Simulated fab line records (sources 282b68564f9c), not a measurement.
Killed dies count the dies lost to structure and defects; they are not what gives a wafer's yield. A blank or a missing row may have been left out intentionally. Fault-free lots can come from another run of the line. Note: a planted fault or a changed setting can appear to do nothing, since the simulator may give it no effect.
Which tool did it?	flow ritCmos	7 lots with 21 wafers sampled at 2 steps, on a route of 202 steps

WHAT THE GAUGES SHOWED, per wafer
RIT_SDANNEAL_RS_MEAS_05: the measuring method here is four-point-probe.
lot	measured	on	NSD_RS (ohm/sq)
L269	day 3 06:09	filmMetro-01	84.77 85.01 84.65
L272	day 4 02:07	filmMetro-04	84.94 84.56 84.93
L276	day 4 19:07	filmMetro-04	84.17 84.21 84.49
L278	day 5 03:13	filmMetro-04	84.43 84.58 84.50
L280	day 5 12:26	filmMetro-04	84.48 84.45 84.42
L288	day 7 07:42	filmMetro-02	84.38 84.34 84.50
L290	day 7 18:36	filmMetro-01	84.32 84.18 84.05

TOOL THAT RAN EACH LOT (tool first, then ch and the chambers of the sampled wafers, then the start)
lot	RIT_ACTIVE_STRIP_14
L269	plasmaAsher-03 ch 0,1, day 1 20:47
L272	plasmaAsher-03 ch 0,1, day 2 10:54
L276	plasmaAsher-03 ch 0,1, day 3 06:58
L278	plasmaAsher-03 ch 0,1, day 3 17:02
L280	plasmaAsher-03 ch 0,1, day 4 02:58
L288	plasmaAsher-03 ch 0,1, day 5 18:54
L290	plasmaAsher-02 ch 0,1, day 6 04:54
- RIT_ACTIVE_STRIP_14: strips in O2, time 180 s.

THE ANSWER, worked out from the rows above alone
Rule: the lots themselves supply what counts as usual. The widest of any qualifying gaps counts: lots, ordered by their means at a reading, are off when they make up no more than a third of the lots, leave a main group of 4 or more, and stand apart from it by 3 or more times the standard deviation of that group's means. A main group whose means are all the same, to the digits that the tables above print for the reading, isn't used. A lot without any number at a reading at which 4 lots or more have one is off too. The other lots that the step has rows for count as sound.
Across all readings shown, no lot is off: no conclusion can be drawn from this.

WHAT THE SIMULATOR HAD PUT IN
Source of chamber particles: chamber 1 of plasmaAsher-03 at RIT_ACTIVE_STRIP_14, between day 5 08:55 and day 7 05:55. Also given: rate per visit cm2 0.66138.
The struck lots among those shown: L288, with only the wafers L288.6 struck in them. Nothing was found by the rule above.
